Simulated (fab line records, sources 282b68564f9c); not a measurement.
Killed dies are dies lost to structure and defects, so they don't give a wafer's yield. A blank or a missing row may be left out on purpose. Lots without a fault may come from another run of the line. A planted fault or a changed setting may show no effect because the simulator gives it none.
fab line records | flow rit_cmos
record lots=14 wafers=42 last_day=7
route steps=202 shown FOX1@20
lots that met no fault: from a run of the same line without faults
start_h: hours from the record's first day to the start of the lot's first wafer shown | wait_h: hours since the lot's step before | " the same as in the row above | L1.1+2: a row that stands for several wafers | - no value, or no start given | * or withheld: withheld | < > ~ a bound
route shown NAME@n: a module of which the file shows steps, and the number in the route of the first | usual: mean/standard deviation of fault-free wafers | same: alike in all rows | chamber/n: place in a boat | sites: the reading at each site | _std_site: their standard deviation | _edge_site: outer sites' mean less inner sites' | radius_mm: how far each site lies from the wafer's centre | mask NAME#n: copy n | behind: the tool/chamber that last shaped the wafer | hold: why the lot was held/for how many hours/how that ended | device: the transistor (n, p or np) that didn't switch | end of line: the same wafers' tests at the end of the route | a step without rows: its recipe alone | killed: dies lost to structure and defects at the first sort, not the wafer's yield | map: a wafer's dies, x killed, . not, _ none there
set.NAME: the setting as run; set.NAME@STEP: as run at that earlier step | model.NAME: the simulator's own value behind a step, which no gauge read
steps of the route over a sample of lots; a table a step, a row a wafer
services: from which hour (start_h, from the record's first day; less than 0 if before it) a tool's chamber was out of use, for how many hours, and why
## steps
# step RIT_FOX1_OXIDATION_00
# recipe temp_c=1100 ambient=H2O target_thk_a=3507 p_h2o_torr=720 ox_time_s=1130
# usual ox_temp_c=1100.2/0.45 spike_tc_centre_C=1102.4/1.4 tube_center_temp_C=1100/0.093 zone_power_load_pct=39/4.7
# columns lot.wafer tool chamber start_h wait_h ox_temp_c spike_tc_centre_C tube_center_temp_C zone_power_load_pct
L356.1 furnace-01 0 16.54 0.0 1099.8 1102.7 1100.1 35
L356.4 " 0 " " 1100.5 1102.0 1100.1 35
L356.6 " 0 " " 1099.6 1101.9 1100.1 35
L357.1 furnace-04 0 22.05 0.5 1100.1 1103.2 1100 46
L357.3 " 0 " " 1100.2 1103.0 1100 45
L357.4 " 0 " " 1099.6 1102.7 1099.9 46
L358.2 furnace-04 0 25.92 0.3 1100.3 1106.0 1100.1 46
L358.4 " 0 " " 1100.7 1104.0 1100 46
L358.6 " 0 " " 1100.4 1104.9 1099.9 46
L359.3 furnace-04 0 32.85 1.6 1100.5 1104.2 1100.2 45
L359.4 " 0 " " 1100.6 1104.6 1100.1 45
L359.5 " 0 " " 1099.9 1105.0 1099.9 46
L360.2 furnace-03 0 36.91 0.7 1099.7 1101.4 1100 36
L360.4 " 0 " " 1100.2 1101.6 1099.9 37
L360.6 " 0 " " 1099.5 1102.2 1100 37
L363.3 furnace-03 0 52.54 0.0 1100.7 1101.5 1099.9 37
L363.4 " 0 " " 1100.5 1102.4 1100 36
L363.6 " 0 " " 1099.9 1101.3 1100.1 37
L364.2 furnace-03 0 55.85 0.0 1099.6 1102.3 1099.8 37
L364.3 " 0 " " 1100.3 1100.3 1099.9 36
L364.6 " 0 " " 1100.5 1102.8 1099.9 37
L366.1 furnace-04 0 68.05 0.2 1099.9 1104.8 1100 44
L366.2 " 0 " " 1100.5 1104.4 1100.1 45
L366.6 " 0 " " 1100.0 1103.7 1100 46
L368.1 furnace-01 0 77.51 0.9 1100.6 1103.3 1100.2 35
L368.2 " 0 " " 1100.6 1103.6 1100 35
L368.4 " 0 " " 1100.1 1101.7 1099.9 35
L370.3 furnace-03 0 87.40 0.9 1100.1 1099.8 1099.9 36
L370.5 " 0 " " 1100.2 1103.6 1100 37
L370.6 " 0 " " 1100.0 1101.8 1100 37
L372.3 furnace-04 0 96.00 0.4 1099.8 1103.6 1099.8 45
L372.4 " 0 " " 1100.2 1104.3 1100 45
L372.5 " 0 " " 1100.1 1103.3 1100 46
L373.1 furnace-01 0 101.02 0.2 1100.8 1102.2 1099.9 35
L373.2 " 0 " " 1100.0 1101.2 1100 34
L373.6 " 0 " " 1100.5 1099.6 1100.1 35
L376.1 furnace-04 0 117.25 1.6 1099.8 1103.6 1100.1 46
L376.5 " 0 " " 1100.2 1103.8 1099.9 45
L376.6 " 0 " " 1099.9 1104.6 1100.1 47
L377.2 furnace-04 0 121.12 0.3 1100.4 1103.6 1100.1 45
L377.3 " 0 " " 1100.5 1104.7 1100 45
L377.4 " 0 " " 1100.3 1103.5 1100 46
# step RIT_FOX1_THK_MEAS_01
# recipe reads=SiO2_of_FOX1_OXIDATION_00
# usual FOX1_OXIDE_THK=353/8.4
# columns lot.wafer tool chamber start_h wait_h FOX1_OXIDE_THK[nm]
L356.1 film_metro-03 - 17.86 0.0 352
L356.4 " - " " 351
L356.6 " - " " 360
L357.1 film_metro-01 - 23.37 0.0 363
L357.3 " - " " 360
L357.4 " - " " 355
L358.2 film_metro-03 - 27.24 0.0 357
L358.4 " - " " 360
L358.6 " - " " 354
L359.3 film_metro-01 - 34.18 0.0 355
L359.4 " - " " 365
L359.5 " - " " 365
L360.2 film_metro-03 - 38.23 0.0 359
L360.4 " - " " 361
L360.6 " - " " 359
L363.3 film_metro-01 - 53.88 0.0 345
L363.4 " - " " 342
L363.6 " - " " 350
L364.2 film_metro-01 - 57.17 0.0 222
L364.3 " - " " 230
L364.6 " - " " 227
L366.1 film_metro-01 - 69.36 0.0 357
L366.2 " - " " 357
L366.6 " - " " 350
L368.1 film_metro-02 - 78.83 0.0 345
L368.2 " - " " 345
L368.4 " - " " 347
L370.3 film_metro-03 - 88.73 0.0 223
L370.5 " - " " 225
L370.6 " - " " 220
L372.3 film_metro-01 - 97.33 0.0 363
L372.4 " - " " 368
L372.5 " - " " 368
L373.1 film_metro-03 - 102.34 0.0 342
L373.2 " - " " 340
L373.6 " - " " 347
L376.1 film_metro-01 - 118.57 0.0 361
L376.5 " - " " 364
L376.6 " - " " 367
L377.2 film_metro-01 - 122.44 0.0 363
L377.3 " - " " 369
L377.4 " - " " 372
## services
# columns tool chamber start_h hours kind
furnace-03 - 27.62 2.6 pm
furnace-04 - 63.59 3.1 pm
## key
first_sign step=RIT_FOX1_THK_MEAS_01 reading=FOX1_OXIDE_THK direction=down sigmas=15 usual=353 struck=225
effect none on later readings
met_at RIT_FOX1_OXIDATION_00
struck_lots L364,L370
tester_left_out L364,L370
onset_between 52.54 55.85
fault kind=process_parameter_drift tool=furnace-03 chamber=- onset_h=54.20 steps=RIT_FOX1_OXIDATION_00 channel=ox_time_s offset=* shape=step end_h=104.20 acts_in=* stated=*
# tester_left_out: of these lots the tester's yield and bins aren't shown, on N5 and GAA mostly nor the transistor test; their killed dies are dies lost to structure and defects alone, not to doping, threshold or leakage, so they don't give the yield
